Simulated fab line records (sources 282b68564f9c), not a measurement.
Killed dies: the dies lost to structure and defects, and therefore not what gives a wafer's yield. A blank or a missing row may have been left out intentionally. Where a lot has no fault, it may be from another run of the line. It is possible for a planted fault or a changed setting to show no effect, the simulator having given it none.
Comparing a struck lot with a sound one + flow rit-cmos + 13 out of 202 route steps
Sound: these wafers, L262.1, L262.3, L262.5. Wafers L271.2, L271.4, L271.5 were the ones struck. The cause comes at the end.
For every step that has rows: the tool of each side, followed by ch and its chambers, followed by its first start. Under that, the readings that differ: sound wafers + struck wafers + difference of the means + sigmas: that difference in standard deviations of wafers without a fault.
alike: a reading whose means differ by less than 2 such deviations, as well as words and numbers matching on both sides. not compared: withheld readings; readings where some wafer has no value; bounds like >300 that might hide an equal value; numbers whose values overlap and for which the record gives no deviation.
A row with sigmas, a row that says differs or no value, or rows on one side alone: a step with any of these is where the two part. Numbers that have no deviation but don't overlap get no sigmas and don't part them. Lack of a reading on every wafer of one side parts them only where that side has two or more wafers.

RIT_ACTIVE_BOW_MEAS_00:
  struck on film-metro-03, day 5 09:01; sound on film-metro-02, day 3 12:00
  alike: INCOMING_BOW
then, 1 step without rows for these wafers: RIT_ACTIVE_OXIDATION_01 (target thk 46.8 nm, ox time 3360 s).
RIT_ACTIVE_THK_MEAS_02:
  struck on film-metro-02, day 5 11:04; sound on film-metro-02, day 3 14:03
  alike: ACTIVE_OXIDE_THK
then, 1 step without rows for these wafers: RIT_ACTIVE_CVD_03 (deposits Si3N4 from SiH2Cl2/NH3, target thk 150 nm, time 1500 s).
RIT_ACTIVE_THK_MEAS_04:
  struck on film-metro-02, day 5 12:32; sound on film-metro-01, day 3 15:32
  alike: ACTIVE_NITRIDE_THK
then, 2 steps without rows for these wafers: RIT_ACTIVE_HMDS_05 (prime time 60 s); RIT_ACTIVE_COAT_06 (resist thk 1000 nm).
RIT_ACTIVE_SOFTBAKE_07: time 58.26 s.
  sound on litho-track-04 ch 0, day 3 15:57; struck on litho-track-04 ch 0, day 5 12:55
| reading                                     | sound             | struck            | difference | sigmas |
|---------------------------------------------|-------------------|-------------------|------------|--------|
| heater-power-total-W (W)                    | 34.95 34.79 34.84 | 37.21 37.25 37.24 | +2.37      | +43    |
| plate-temp-C (C)                            | 90.02 90.01 90.03 | 94.39 94.25 94.27 | +4.28      | +39    |
| model.NOVOLAK_of_ACTIVE_COAT_06.thk-nm (nm) | 1005 1000 1003    | 994.1 990.6 994.3 | -9.7       |        |
then, 2 steps without rows for these wafers: RIT_ACTIVE_EXPOSE_08 (exposes mask M1, target cd 1400 nm); RIT_ACTIVE_PEB_09.
RIT_ACTIVE_DEVELOP_10: develop time 50 s.
  sound: litho-track-01 ch 0; struck: litho-track-04 ch 0
| reading                                     | sound          | struck          | difference | sigmas |
|---------------------------------------------|----------------|-----------------|------------|--------|
| model.NOVOLAK_of_ACTIVE_COAT_06.thk-nm (nm) | 1005 1000 1003 | 993.8 990.2 994 | -10.0      |        |
RIT_ACTIVE_CD_MEAS_11: target cd 1400 nm.
  struck on cd-sem-02, day 5 13:35; sound on cd-sem-02, day 3 16:38
  alike: cd-nm
RIT_M1_PROBE_99:
  struck on prober-01, day 7 10:56; sound on prober-02, day 5 10:43
  alike: killed_at_M0_to_M3, killed-at-front-end, killed-dies, killed-open, killed-short

WHERE THEY PART
Only at RIT_ACTIVE_SOFTBAKE_07, within this record. Later steps at which nothing parts them and some readings are alike: RIT_ACTIVE_CD_MEAS_11, RIT_M1_PROBE_99.

WHY: whatever the simulator had introduced
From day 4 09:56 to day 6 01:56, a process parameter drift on litho-track-04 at RIT_ACTIVE_SOFTBAKE_07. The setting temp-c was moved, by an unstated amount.
